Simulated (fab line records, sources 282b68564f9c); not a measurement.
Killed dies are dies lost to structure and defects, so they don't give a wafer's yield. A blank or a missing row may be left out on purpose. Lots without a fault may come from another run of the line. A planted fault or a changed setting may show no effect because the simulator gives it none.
A struck lot beside a sound one | flow rit_cmos | 33 steps out of a route of 202
Sound: wafers L377.2, L377.3, L377.5. Struck: wafers L384.1, L384.4, L384.5. The cause comes at the end.
At each step with rows: each side's tool, then ch and its chambers, then its first start. Under that, the readings that differ: sound wafers | struck wafers | difference of the means | sigmas: that difference in standard deviations of wafers without a fault.
alike: readings whose means differ by less than 2 such deviations, and words and numbers that are the same on both sides. not compared: withheld readings, readings that some wafer has no value for, bounds like >300 that may hide the same value, and numbers for which the record gives no deviation and whose values overlap.
The two part at a step that has a row with sigmas, a row that says differs or no value, or rows on one side only. Numbers that don't overlap but have no deviation are shown without sigmas and don't part them. A reading that every wafer of one side lacks parts them only if that side has two wafers or more.

RIT_NRETRO_TW_MEAS_10:
  sound on film_metro-01, day 3 06:01; struck on film_metro-01, day 4 15:15
  alike: NRETRO_TW
then, 6 steps without rows for these wafers: RIT_PRETRO_HMDS_00 (prime time 60 s); RIT_PRETRO_COAT_01 (resist thk 1300 nm); RIT_PRETRO_SOFTBAKE_02 (time 60 s); RIT_PRETRO_EXPOSE_03 (exposes mask M5, target cd 43700 nm); RIT_PRETRO_PEB_04; RIT_PRETRO_DEVELOP_05 (develop time 68 s).
RIT_PRETRO_OVL_MEAS_06:
  sound on overlay-02, day 3 07:09; struck on overlay-01, day 4 16:19
  reading         | sound          | struck      | difference | sigmas
  PRETRO_OVL (nm) | -0.2 -1.2 -3.3 | 1.9 1.6 0.7 | +3.0       | +2
then, 2 steps without rows for these wafers: RIT_PRETRO_HARDBAKE_07 (time 120 s); RIT_PRETRO_IMPLANT_08.
RIT_PRETRO_STRIP_09: strips in O2, time 180 s.
  sound on plasma_asher-02 ch 0,1, day 3 07:35; struck on plasma_asher-01 ch 0,1, day 4 16:45
  reading                     | sound       | struck      | difference | sigmas
  drypump_motor_current_A (A) | 6.5 6.5 5.9 | 4.9 4.9 5.3 | -1.3       | -2
  not compared: rf_hours_counter_h
RIT_PRETRO_TW_MEAS_10:
  sound on film_metro-01, day 3 07:46; struck on film_metro-03, day 4 16:56
  alike: PRETRO_TW
RIT_GATE_WET_ETCH_00: etches SiO2 in BOE, target depth 56 nm, time 60 s.
  sound on wet_bench-02 ch 3, day 3 07:49; struck on wet_bench-03 ch 1, day 4 16:59
  no value came back on the struck wafers for bath_heat_duty_pct (%), run_length_s (s); on the sound wafers bath_heat_duty_pct (%) reads 2.5 2.1 1.3
  reading                                       | sound             | struck            | difference | sigmas
  model.SiO2_of_FOX2_OXIDATION_00.thk_nm (nm)   | 280.7 275.7 274.4 | 314.2 321.2 319.6 | +41.4      |
  model.SiO2_of_ACTIVE_OXIDATION_01.thk_nm (nm) | 0 0 0             | 40.83 40.41 39.83 | +40.36     |
then, 4 steps without rows for these wafers: RIT_GATE_CLEAN_01 (cleans in SC1, time 600 s); RIT_GATE_CLEAN_02 (cleans in dHF, time 30 s); RIT_GATE_CLEAN_03 (cleans in SC2, time 600 s); RIT_GATE_CLEAN_04 (cleans in dHF, time 60 s).
RIT_FOX2_THK_MEAS_91:
  sound on film_metro-02, day 3 08:15; struck on film_metro-02, day 4 17:25
  reading                     | sound       | struck      | difference | sigmas
  FIELD_OXIDE_LEFT_2_THK (nm) | 269 264 263 | 302 309 307 | +41        | +5
then, 9 steps without rows for these wafers: RIT_GATE_OXIDATION_05 (target thk 3 nm, ox time 270 s); RIT_GATE_ANNEAL_06 (time 600 s); RIT_GATE_CVD_08 (deposits poly-Si from SiH4, target thk 250 nm, time 2220 s); RIT_GATE_HMDS_10 (prime time 60 s); RIT_GATE_COAT_11 (resist thk 850 nm); RIT_GATE_SOFTBAKE_12 (time 60 s); RIT_GATE_EXPOSE_13 (exposes mask M6, target cd 150 nm); RIT_GATE_PEB_14; RIT_GATE_DEVELOP_15 (develop time 50 s).
RIT_GATE_CD_MEAS_16: target cd 150 nm.
  sound on cd_sem-02, day 3 15:10; struck on cd_sem-01, day 4 22:35
  reading    | sound             | struck            | difference | sigmas
  cd_nm (nm) | 156.6 156.9 155.1 | 149.3 150.1 149.1 | -6.7       | -3
RIT_GATE_OVL_MEAS_17:
  sound on overlay-01, day 3 15:17; struck on overlay-01, day 4 22:42
  alike: GATE_OVL
then, 1 step without rows for these wafers: RIT_GATE_HARDBAKE_18 (time 60 s).
RIT_GATE_ETCH_19: etches poly-Si in SF6/CHF3/O2, stops on SiO2, time 165 s, target depth 312.5 nm.
  sound on rie_si-02 ch 0,3, day 3 15:28; struck on rie_si-01 ch 0,1,3, day 4 22:53
  reading                                     | sound           | struck          | difference | sigmas
  model.SiO2_of_FOX2_OXIDATION_00.thk_nm (nm) | 257.3 253 250.9 | 291 297.5 296.7 | +41        |
  alike: CHF3_flow_sccm, O2_flow_sccm, drypump_motor_current_A, oes_product_au, throttle_valve_pct
  not compared: rf_hours_counter_h
RIT_GATE_STRIP_20: strips in O2, time 180 s.
  sound on plasma_asher-04 ch 0,1, day 3 15:34; struck on plasma_asher-04 ch 0,1, day 4 22:59
  alike: drypump_motor_current_A
  not compared: rf_hours_counter_h
RIT_M1_PROBE_99:
  sound on prober-01, day 4 13:18; struck on prober-02, day 5 23:35
  reading             | sound | struck      | difference | sigmas
  killed_at_front_end | 6 4 7 | 264 264 264 | +258       | +83
  killed_dies         | 6 5 7 | 264 264 264 | +258       | +81
  killed_on_rim       | 1 1 4 | 70 70 70    | +68        | +49
  alike: killed_at_contacts, killed_open, killed_short

WHERE THEY PART
First at RIT_PRETRO_OVL_MEAS_06; last, within this record, at RIT_M1_PROBE_99.

WHY: what the simulator had put in
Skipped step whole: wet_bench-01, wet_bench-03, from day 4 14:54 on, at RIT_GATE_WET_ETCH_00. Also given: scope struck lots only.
